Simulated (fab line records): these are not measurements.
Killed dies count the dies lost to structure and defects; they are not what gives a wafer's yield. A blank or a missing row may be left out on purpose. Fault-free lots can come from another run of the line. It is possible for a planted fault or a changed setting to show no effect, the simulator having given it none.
Lot-split experiment    flow berkeleyCmos170    27 wafers read from 5 lots, route of 331 steps

## SPLIT DETAILS
At UCB170_START_OXIDATION_02 (target thk 20 nm, ox time 1800 s), the setting oxTimeS was moved away from the recipe's 1800 s on 18 of the 27 wafers read, by -44.7% to +46.3%. This setting was run at the recipe's value on the other wafers.

Between the split and the reading, the file records no step.

## THE READING
START_OXIDE_THK (nm), taken at UCB170_START_THK_MEAS_03. On this fab line, fault-free wafers typically give 19.9 nm with a standard deviation of 0.33 nm.

wafer   tool, chamber at the split  oxTimeS as run, s  against the recipe  START_OXIDE_THK, nm  against lot-mates on the recipe
L076.1  -, -                        2283               +26.8%              23.4                 no lot-mate on the recipe
L076.2  -, -                        2283               +26.8%              23.4                 no lot-mate on the recipe
L076.3  -, -                        2283               +26.8%              23.1                 no lot-mate on the recipe
L076.4  -, -                        2283               +26.8%              22.8                 no lot-mate on the recipe
L076.5  -, -                        2283               +26.8%              23.0                 no lot-mate on the recipe
L076.6  -, -                        2283               +26.8%              23.2                 no lot-mate on the recipe
L079.1  -, -                        994.6              -44.7%              13.3                 no lot-mate on the recipe
L079.2  -, -                        994.6              -44.7%              13.2                 no lot-mate on the recipe
L079.3  -, -                        994.6              -44.7%              13.0                 no lot-mate on the recipe
L079.4  -, -                        994.6              -44.7%              13.3                 no lot-mate on the recipe
L079.5  -, -                        994.6              -44.7%              13.0                 no lot-mate on the recipe
L079.6  -, -                        994.6              -44.7%              13.0                 no lot-mate on the recipe
L080.3  furnace-04, 0               1800               recipe              20.1                 -
L080.4  furnace-04, 0               1800               recipe              19.9                 -
L080.6  furnace-04, 0               1800               recipe              19.9                 -
L083.1  -, -                        1800               recipe              19.7                 -
L083.2  -, -                        1800               recipe              20.0                 -
L083.3  -, -                        1800               recipe              19.8                 -
L083.4  -, -                        1800               recipe              20.1                 -
L083.5  -, -                        1800               recipe              20.3                 -
L083.6  -, -                        1800               recipe              19.8                 -
L085.1  -, -                        2634               +46.3%              25.9                 no lot-mate on the recipe
L085.2  -, -                        2634               +46.3%              25.5                 no lot-mate on the recipe
L085.3  -, -                        2634               +46.3%              25.5                 no lot-mate on the recipe
L085.4  -, -                        2634               +46.3%              25.7                 no lot-mate on the recipe
L085.5  -, -                        2634               +46.3%              25.6                 no lot-mate on the recipe
L085.6  -, -                        2634               +46.3%              25.8                 no lot-mate on the recipe

FIT RESULTS
A straight line over all 27 wafers: START_OXIDE_THK changes by +0.137 nm for each +1% of oxTimeS; r = +1.00; the points scatter about the line by 0.35 nm.
Too few moved wafers with a lot-mate on the recipe to fit a line net of each lot's own level.

## THE WHOLE CHAIN: every reading that the file lists as answering this split, in the file's order
step                       what it does                      reading                                                                            change (the file's fit)                r (the file's)
UCB170_START_OXIDATION_02  target thk 20 nm, ox time 1800 s  SiO2_of_START_OXIDATION_02.thkNm (the simulator's own value, which no gauge read)  +0.137 nm for each +1% of the setting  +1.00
UCB170_START_THK_MEAS_03                                     START_OXIDE_THK                                                                    +0.137 for each +1% of the setting     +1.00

## THE FILE'S OWN FIT
START_OXIDE_THK changes by +0.137 nm for each +1% of oxTimeS, r = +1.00.
